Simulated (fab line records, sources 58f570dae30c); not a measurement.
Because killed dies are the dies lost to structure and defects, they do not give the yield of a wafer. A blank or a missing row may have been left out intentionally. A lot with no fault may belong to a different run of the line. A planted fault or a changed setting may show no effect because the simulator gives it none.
Split-lot study || flow berkeley-cmos170 || 23 wafers read from 5 lots, route of 331 steps

== THE SPLIT ITSELF ==
At UCB170_NLDD_EXPOSE_03 (exposes mask NSELECT, target cd 1200 nm), the setting dose-mj was moved away from the recipe's 30 on 8 of the 23 wafers read, by -3.8% to +4.5%. All remaining wafers had this setting at the recipe value.

== FROM THE SPLIT TO THE READING: what the file shows between them, 2 steps ==
- UCB170_NLDD_PEB_04
- UCB170_NLDD_DEVELOP_05: develop time 45 s

== THE READING ==
At UCB170_NLDD_CD_MEAS_06: cd-nm in nanometres, against a target cd of 1200 nm. Fault-free wafers of this fab line usually give 1199.4 nm, standard deviation 1.4 nm.

{"wafer": "L074.1", "tool, chamber at the split": "krf-scanner-02, 0", "dose-mj as run": 30, "against the recipe": "recipe", "cd-nm, nm": 1197.2, "against lot-mates on the recipe": "-"}
{"wafer": "L074.2", "tool, chamber at the split": "krf-scanner-02, 0", "dose-mj as run": 28.95, "against the recipe": "-3.5%", "cd-nm, nm": 1190.1, "against lot-mates on the recipe": -7.0}
{"wafer": "L074.4", "tool, chamber at the split": "krf-scanner-02, 0", "dose-mj as run": 28.95, "against the recipe": "-3.5%", "cd-nm, nm": 1191.9, "against lot-mates on the recipe": -5.2}
{"wafer": "L074.5", "tool, chamber at the split": "krf-scanner-02, 0", "dose-mj as run": 28.95, "against the recipe": "-3.5%", "cd-nm, nm": 1192.7, "against lot-mates on the recipe": -4.4}
{"wafer": "L074.6", "tool, chamber at the split": "krf-scanner-02, 0", "dose-mj as run": 30, "against the recipe": "recipe", "cd-nm, nm": 1197.0, "against lot-mates on the recipe": "-"}
{"wafer": "L076.1", "tool, chamber at the split": "krf-scanner-02, 0", "dose-mj as run": 31.34, "against the recipe": "+4.5%", "cd-nm, nm": 1207.0, "against lot-mates on the recipe": "+8.3"}
{"wafer": "L076.2", "tool, chamber at the split": "krf-scanner-02, 0", "dose-mj as run": 30, "against the recipe": "recipe", "cd-nm, nm": 1198.5, "against lot-mates on the recipe": "-"}
{"wafer": "L076.3", "tool, chamber at the split": "krf-scanner-02, 0", "dose-mj as run": 30, "against the recipe": "recipe", "cd-nm, nm": 1199.7, "against lot-mates on the recipe": "-"}
{"wafer": "L076.4", "tool, chamber at the split": "krf-scanner-02, 0", "dose-mj as run": 31.34, "against the recipe": "+4.5%", "cd-nm, nm": 1208.2, "against lot-mates on the recipe": "+9.5"}
{"wafer": "L076.5", "tool, chamber at the split": "krf-scanner-02, 0", "dose-mj as run": 30, "against the recipe": "recipe", "cd-nm, nm": 1198.0, "against lot-mates on the recipe": "-"}
{"wafer": "L081.1", "tool, chamber at the split": "krf-scanner-01, 0", "dose-mj as run": 30, "against the recipe": "recipe", "cd-nm, nm": 1200.3, "against lot-mates on the recipe": "-"}
{"wafer": "L081.3", "tool, chamber at the split": "krf-scanner-01, 0", "dose-mj as run": 30, "against the recipe": "recipe", "cd-nm, nm": 1197.6, "against lot-mates on the recipe": "-"}
{"wafer": "L081.5", "tool, chamber at the split": "krf-scanner-01, 0", "dose-mj as run": 30, "against the recipe": "recipe", "cd-nm, nm": 1197.5, "against lot-mates on the recipe": "-"}
{"wafer": "L083.1", "tool, chamber at the split": "krf-scanner-01, 0", "dose-mj as run": 30, "against the recipe": "recipe", "cd-nm, nm": 1198.7, "against lot-mates on the recipe": "-"}
{"wafer": "L083.2", "tool, chamber at the split": "krf-scanner-01, 0", "dose-mj as run": 30, "against the recipe": "recipe", "cd-nm, nm": 1197.7, "against lot-mates on the recipe": "-"}
{"wafer": "L083.3", "tool, chamber at the split": "krf-scanner-01, 0", "dose-mj as run": 30, "against the recipe": "recipe", "cd-nm, nm": 1198.9, "against lot-mates on the recipe": "-"}
{"wafer": "L083.5", "tool, chamber at the split": "krf-scanner-01, 0", "dose-mj as run": 30, "against the recipe": "recipe", "cd-nm, nm": 1199.0, "against lot-mates on the recipe": "-"}
{"wafer": "L083.6", "tool, chamber at the split": "krf-scanner-01, 0", "dose-mj as run": 30, "against the recipe": "recipe", "cd-nm, nm": 1198.6, "against lot-mates on the recipe": "-"}
{"wafer": "L084.2", "tool, chamber at the split": "krf-scanner-01, 0", "dose-mj as run": 28.85, "against the recipe": "-3.8%", "cd-nm, nm": 1192.7, "against lot-mates on the recipe": -6.4}
{"wafer": "L084.3", "tool, chamber at the split": "krf-scanner-01, 0", "dose-mj as run": 28.85, "against the recipe": "-3.8%", "cd-nm, nm": 1192.2, "against lot-mates on the recipe": -6.9}
{"wafer": "L084.4", "tool, chamber at the split": "krf-scanner-01, 0", "dose-mj as run": 30, "against the recipe": "recipe", "cd-nm, nm": 1199.3, "against lot-mates on the recipe": "-"}
{"wafer": "L084.5", "tool, chamber at the split": "krf-scanner-01, 0", "dose-mj as run": 30, "against the recipe": "recipe", "cd-nm, nm": 1198.9, "against lot-mates on the recipe": "-"}
{"wafer": "L084.6", "tool, chamber at the split": "krf-scanner-01, 0", "dose-mj as run": 28.85, "against the recipe": "-3.8%", "cd-nm, nm": 1192.1, "against lot-mates on the recipe": -7.0}

THE FIT
A straight line over all 23 wafers: cd-nm changes by +1.88 nm for each +1% of dose-mj; r = +0.97; the points scatter about the line by 1 nm.
The same after taking each lot's own level away (the mean of its wafers on the recipe; 23 wafers): +1.8 nm for each +1%; r = +0.98; scatter 0.83 nm.
Per that fit: largest dose-mj move, reading shift of 8.1 nm.
From 1197.10 to 1199.10 nm: that is the span of the lots' own levels, equal to 1.4 times the standard deviation above.
So the lot-to-lot level changes the slope little: the two slopes agree.
Check: +8.23 nm against its lot-mates is what the line predicts for one of the wafers moved furthest among these (+4.5%) when that wafer is left out of the fit. Against them it came out at +8.27 nm.

== OTHER SPLITS ON THESE WAFERS ==
Other splits were also applied to these wafers ahead of the reading. Each is held against what the fit with the lots' levels taken away leaves over:
{"other split on the same wafers": "UCB170_NWELL_OXIDATION_01 temp-c", "wafers away from the commonest value": 5, "r with cd-nm (lot level and that fit taken away)": -0.09}
{"other split on the same wafers": "UCB170_NWELL_IMPLANT_14 energy-kev", "wafers away from the commonest value": 7, "r with cd-nm (lot level and that fit taken away)": "+0.08"}
{"other split on the same wafers": "UCB170_PWELL_OXIDATION_02 ox-time-s", "wafers away from the commonest value": 10, "r with cd-nm (lot level and that fit taken away)": "+0.12"}
{"other split on the same wafers": "UCB170_PFIELD_IMPLANT_07 energy-kev", "wafers away from the commonest value": 5, "r with cd-nm (lot level and that fit taken away)": -0.22}

== THE FILE'S OWN FIT ==
cd-nm changes by +1.81 nm for each +1% of dose-mj, r = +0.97.
